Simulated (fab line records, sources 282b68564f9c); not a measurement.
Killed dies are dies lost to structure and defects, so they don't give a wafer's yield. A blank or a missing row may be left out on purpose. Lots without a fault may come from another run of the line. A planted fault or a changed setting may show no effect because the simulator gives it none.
fab line records | flow rit_cmos
record lots=5 wafers=23
route steps=202 shown M1@196
start_h: hours from the record's first day to the start of the lot's first wafer shown | wait_h: hours since the lot's step before | " the same as in the row above | L1.1+2: a row that stands for several wafers | - no value, or no start given | * or withheld: withheld | < > ~ a bound
route shown NAME@n: a module of which the file shows steps, and the number in the route of the first | usual: mean/standard deviation of fault-free wafers | same: alike in all rows | chamber/n: place in a boat | sites: the reading at each site | _std_site: their standard deviation | _edge_site: outer sites' mean less inner sites' | radius_mm: how far each site lies from the wafer's centre | mask NAME#n: copy n | behind: the tool/chamber that last shaped the wafer | hold: why the lot was held/for how many hours/how that ended | device: the transistor (n, p or np) that didn't switch | end of line: the same wafers' tests at the end of the route | a step without rows: its recipe alone | killed: dies lost to structure and defects at the first sort, not the wafer's yield | map: a wafer's dies, x killed, . not, _ none there
set.NAME: the setting as run; set.NAME@STEP: as run at that earlier step | model.NAME: the simulator's own value behind a step, which no gauge read
lots whose settings were changed on purpose; a table a step, a row a wafer
## steps
# step RIT_M1_METAL_ETCH_12
# recipe stop_on=SiO2 chemistry=Cl2/BCl3 target=Al time_s=165 over_etch_frac=0.5 pressure_mtorr=100 target_depth_a=6000 rf_w=250 Cl2_flow_sccm=60 bcl3_flow_sccm=50
# columns lot.wafer tool chamber start_h wait_h set.time_s set.resist_thk_nm@M1_COAT_04 model.NOVOLAK_of_M1_COAT_04.thk_nm
L074.1 rie_metal-03 0 63.22 0.2 165 1300 785.2
L074.2 " 1 " " 165 1300 802.2
L074.3 " 1 " " 178 1365 830.2
L074.4 " 0 " " 178 1365 817.1
L074.6 " 0 " " 165 1365 837.2
L076.2 rie_metal-02 1 69.31 0.2 165 1300 802.6
L076.4 " 0 " " 165 1300 797.5
L076.6 " 1 " " 165 1300 803
L078.1 rie_metal-01 1 78.80 0.2 165 1253 768.3
L078.2 " 0 " " 165 1253 754.7
L078.3 " 1 " " 155.3 1253 788.8
L078.4 " 0 " " 155.3 1300 817
L078.5 " 0 " " 155.3 1300 814.8
L079.1 rie_metal-02 1 81.34 0.2 165 1246 759.6
L079.2 " 0 " " 165 1246 752.6
L079.4 " 1 " " 165 1300 802.7
L079.5 " 0 " " 165 1300 797.4
L079.6 " 1 " " 165 1246 755.8
L083.1 rie_metal-03 0 105.84 0.2 146.8 1275 800.7
L083.2 " 1 " " 165 1275 783.5
L083.3+5 " 1 " " 165 1300 802.7
L083.4 " 0 " " 146.8 1300 825.4
# step RIT_M1_STRIP_13
# recipe chemistry=nmp resist=NOVOLAK temp_c=80 time_s=600 dry=n2_spin
# step RIT_M1_STRIP_14
# recipe chemistry=O2 time_s=180 platen_temp_c=withheld power_w=500 pressure_mtorr=4000 o2_flow_sccm=4000
# step RIT_M1_ANNEAL_15
# recipe temp_c=450 time_s=1800 ambient=forming_gas_H2N2
# step RIT_M1_PROBE_99
# columns lot.wafer tool chamber start_h wait_h set.temp_c@GATE_OXIDATION_05 set.dev_temp_c@GATE_DEVELOP_15 model.etest.pmos_0p3.r_on_ohm_um model.etest.nmos_0p3.r_on_ohm_um model.etest.pmos_0p15.r_on_ohm_um model.etest.nmos_narrow.drive_ua_um model.etest.nmos_0p15.drive_ua_um model.etest.nmos_0p3.drive_ua_um
L074.1 prober-02 - 65.49 0.1 900 24.58 6378 2240 2818 215.7 428.8 217.2
L074.2 prober-02 - 65.54 0.1 900 24.58 6227 2253 2773 212 426.2 215.8
L074.3 prober-02 - 65.59 0.2 900 23 6120 2161 2643 220.7 459.6 224.1
L074.4 prober-02 - 65.64 0.2 900 24.58 6278 2217 2888 214.3 422.6 218.4
L074.6 prober-02 - 65.74 0.2 900 23 6114 2164 2599 220.4 470.4 223.8
L076.2 prober-02 - 71.62 0.1 900 23 6324 2187 2660 215.2 467.2 215.4
L076.4 prober-02 - 71.72 0.2 900 23 6197 2149 2623 223.5 476.7 219.2
L076.6 prober-02 - 71.82 0.2 900 23 6272 2182 2661 218 469.8 216.3
L078.1 prober-02 - 81.09 0.1 882.7 23 5288 1935 2437 289.3 547.2 281.1
L079.1 prober-02 - 83.59 0.1 919.7 21.75 7242 2481 2700 158.8 416.8 161
L079.2 prober-02 - 83.64 0.1 919.7 21.75 7308 2420 2741 169.4 434 169.2
L079.4 prober-02 - 83.74 0.2 919.7 21.75 7204 2446 2744 164.4 432.8 165.7
L079.5 prober-02 - 83.79 0.2 919.7 23 7334 2515 2867 164.4 404.5 165.8
L079.6 prober-02 - 83.84 0.2 919.7 23 7486 2558 2910 158.9 389.9 158
L083.3 prober-02 - 108.21 0.2 916.5 20.79 7178 2382 2822 188.7 438 180.6
# killed by level:class
L076.2 FOX1:geometric_particle:open=2 FOX1:geometric_particle:short=2 GATE:geometric_particle:open=1 REOX:geometric_particle:short=1
L076.4 GATE:geometric_particle:short=4 GATE:geometric_particle:open=2 FOX1:geometric_particle:short=1 FOX1:geometric_particle:open=1 FOX2:geometric_particle:short=1 FOX2:geometric_particle:open=1 REOX:geometric_particle:short=1 SILICIDE:geometric_particle:short=1
L076.6 GATE:geometric_particle:short=3 GATE:geometric_particle:open=2 FOX1:geometric_particle:open=1 REOX:geometric_particle:open=1 SILICIDE:geometric_particle:open=1
## key
split step=RIT_M1_METAL_ETCH_12 setting=time_s stated=165 by=wafer
response none clear
split outside_this_file step=RIT_GATE_OXIDATION_05 setting=temp_c
split outside_this_file step=RIT_GATE_DEVELOP_15 setting=dev_temp_c
split outside_this_file step=RIT_M1_COAT_04 setting=resist_thk_nm
# split outside_this_file: this setting was split too, and the file shows its column; the key of that split is in another file
